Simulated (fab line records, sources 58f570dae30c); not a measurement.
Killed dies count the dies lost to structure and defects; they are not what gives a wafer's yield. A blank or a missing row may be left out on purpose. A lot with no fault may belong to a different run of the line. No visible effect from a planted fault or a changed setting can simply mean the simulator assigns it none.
fab line records + flow berkeley_cmos170
record
- lots=14
- wafers=42
- last_day=13
route steps=331 shown CONTACT@224
lots that met no fault: taken from a fault-free run of the same line
start_h: start of the lot's first displayed wafer, in hours after the record's first day + wait_h: hours from the lot's prior step to this one + " as in the row above + L1.1+2: several wafers, shown together as one row + - either no value or no given start + * or withheld: withheld + < > ~ a bound
route shown NAME@n: NAME is a module with steps in the file, n the number in the route of the first one + usual: average and standard deviation across the fault-free wafers + same: alike in all rows + chamber/n: place in a boat + sites: readings site by site + _std_site: the values' standard deviation + _edge_site: inner sites' mean taken away from outer sites' mean + radius_mm: for every site, how far away it sits from the centre of the wafer + mask NAME#n: copy n + behind: the last tool/chamber to shape the wafer + hold: cause of the lot's hold/its duration in hours/its outcome + device: the transistor (n, p or np) that didn't switch + end of line: tests of these same wafers at the route's end + where a step has no rows: the recipe by itself + killed: dies that structure and defects cost at the first sort, which is not the same as the wafer's yield + map: a wafer's dies, x killed, . not, _ none there
set.NAME: the run value of the setting; set.NAME@STEP: its run value at that earlier step + model.NAME: the simulator's own value behind a step, which no gauge read
route steps across a sampled set of lots; one table per step, one row per wafer
services: a tool's chamber out of use, with start hour (start_h, from the record's first day; less than 0 if before it), hours out, and reason
## steps
# step UCB170_CONTACT_RTA_08
# recipe
- temp_c=900
- time_s=10
- ambient=N2
# usual
- lamp_power_pct=24.2/1.1
- wafer_temp_C_max=904.3/0.91
| lot.wafer | tool          | chamber | start_h | wait_h | lamp_power_pct | wafer_temp_C_max |
|-----------|---------------|---------|---------|--------|----------------|------------------|
| L469.1    | rtp_anneal-01 | 0       | 180.13  | 0.0    | 25.3           | 904.1            |
| L469.3    | "             | 0       | "       | "      | 25.4           | 903.6            |
| L469.6    | "             | 0       | "       | "      | 25.4           | 903.4            |
| L468.2    | rtp_anneal-02 | 0       | 181.62  | 0.0    | 23.1           | 903.4            |
| L468.4    | "             | 0       | "       | "      | 23.1           | 905.2            |
| L468.6    | "             | 0       | "       | "      | 23.1           | 904.6            |
| L472.1    | rtp_anneal-02 | 0       | 190.14  | 0.0    | 23.1           | 903.3            |
| L472.4    | "             | 0       | "       | "      | 23.1           | 903.2            |
| L472.5    | "             | 0       | "       | "      | 23.1           | 903.1            |
| L470.2    | rtp_anneal-02 | 0       | 191.87  | 0.0    | 23.1           | 904.7            |
| L470.3    | "             | 0       | "       | "      | 23.1           | 903.4            |
| L470.5    | "             | 0       | "       | "      | 23.1           | 902.9            |
| L474.2    | rtp_anneal-02 | 0       | 193.68  | 0.0    | 23.1           | 903.9            |
| L474.3    | "             | 0       | "       | "      | 23.1           | 904.2            |
| L474.5    | "             | 0       | "       | "      | 23.1           | 903.1            |
| L475.2    | rtp_anneal-02 | 0       | 213.88  | 0.0    | 23.1           | 904.1            |
| L475.5    | "             | 0       | "       | "      | 23.1           | 903.1            |
| L475.6    | "             | 0       | "       | "      | 23.1           | 903.5            |
| L477.2    | rtp_anneal-01 | 0       | 215.86  | 0.0    | 25.4           | 904.4            |
| L477.5    | "             | 0       | "       | "      | 25.3           | 904.6            |
| L477.6    | "             | 0       | "       | "      | 25.4           | 905.5            |
| L478.3    | rtp_anneal-02 | 0       | 222.64  | 0.0    | 23.1           | 904.3            |
| L478.5    | "             | 0       | "       | "      | 23.1           | 903.4            |
| L478.6    | "             | 0       | "       | "      | 23.1           | 904.2            |
| L480.1    | rtp_anneal-01 | 0       | 227.23  | 0.0    | 25.4           | 904.1            |
| L480.3    | "             | 0       | "       | "      | 25.4           | 905.0            |
| L480.6    | "             | 0       | "       | "      | 25.4           | 904.9            |
| L481.1    | rtp_anneal-02 | 0       | 228.57  | 0.0    | 23.1           | 905.8            |
| L481.2    | "             | 0       | "       | "      | 23.1           | 904.1            |
| L481.3    | "             | 0       | "       | "      | 23.1           | 903.8            |
| L484.1    | rtp_anneal-01 | 0       | 251.79  | 0.0    | 25.3           | 904.9            |
| L484.3    | "             | 0       | "       | "      | 25.4           | 904.9            |
| L484.6    | "             | 0       | "       | "      | 25.4           | 904.2            |
| L483.2    | rtp_anneal-02 | 0       | 252.19  | 0.0    | 23.1           | 903.0            |
| L483.5    | "             | 0       | "       | "      | 23.1           | 903.6            |
| L483.6    | "             | 0       | "       | "      | 23.1           | 904.4            |
| L490.4    | rtp_anneal-02 | 0       | 281.65  | 0.0    | 24.5           | 924.0            |
| L490.5    | "             | 0       | "       | "      | 24.5           | 924.3            |
| L490.6    | "             | 0       | "       | "      | 24.5           | 924.9            |
| L489.2    | rtp_anneal-02 | 0       | 281.90  | 0.0    | 24.5           | 924.2            |
| L489.3    | "             | 0       | "       | "      | 24.5           | 923.8            |
| L489.4    | "             | 0       | "       | "      | 24.5           | 924.6            |
## services
| tool          | chamber | start_h | hours | kind |
|---------------|---------|---------|-------|------|
| rtp_anneal-01 | -       | 209.45  | 2.0   | pm   |
## key
first_sign
- step=UCB170_CONTACT_RTA_08
- reading=wafer_temp_C_max
- direction=up
- sigmas=22
- usual=*
- struck=*
effect none on later readings
met_at UCB170_CONTACT_RTA_08
struck_lots L489,L490
tester_left_out L489,L490
onset_between 252.19 281.65
fault
- kind=process_parameter_drift
- tool=rtp_anneal-02
- chamber=-
- onset_h=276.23
- steps=UCB170_CONTACT_RTA_08
- channel=temp_c
- offset=*
- shape=step
- end_h=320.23
- acts_in=*
- stated=*
# tester_left_out: of these lots the tester's yield and bins aren't shown, on N5 and GAA mostly nor the transistor test; their killed dies are dies lost to structure and defects alone, not to doping, threshold or leakage, so they don't give the yield
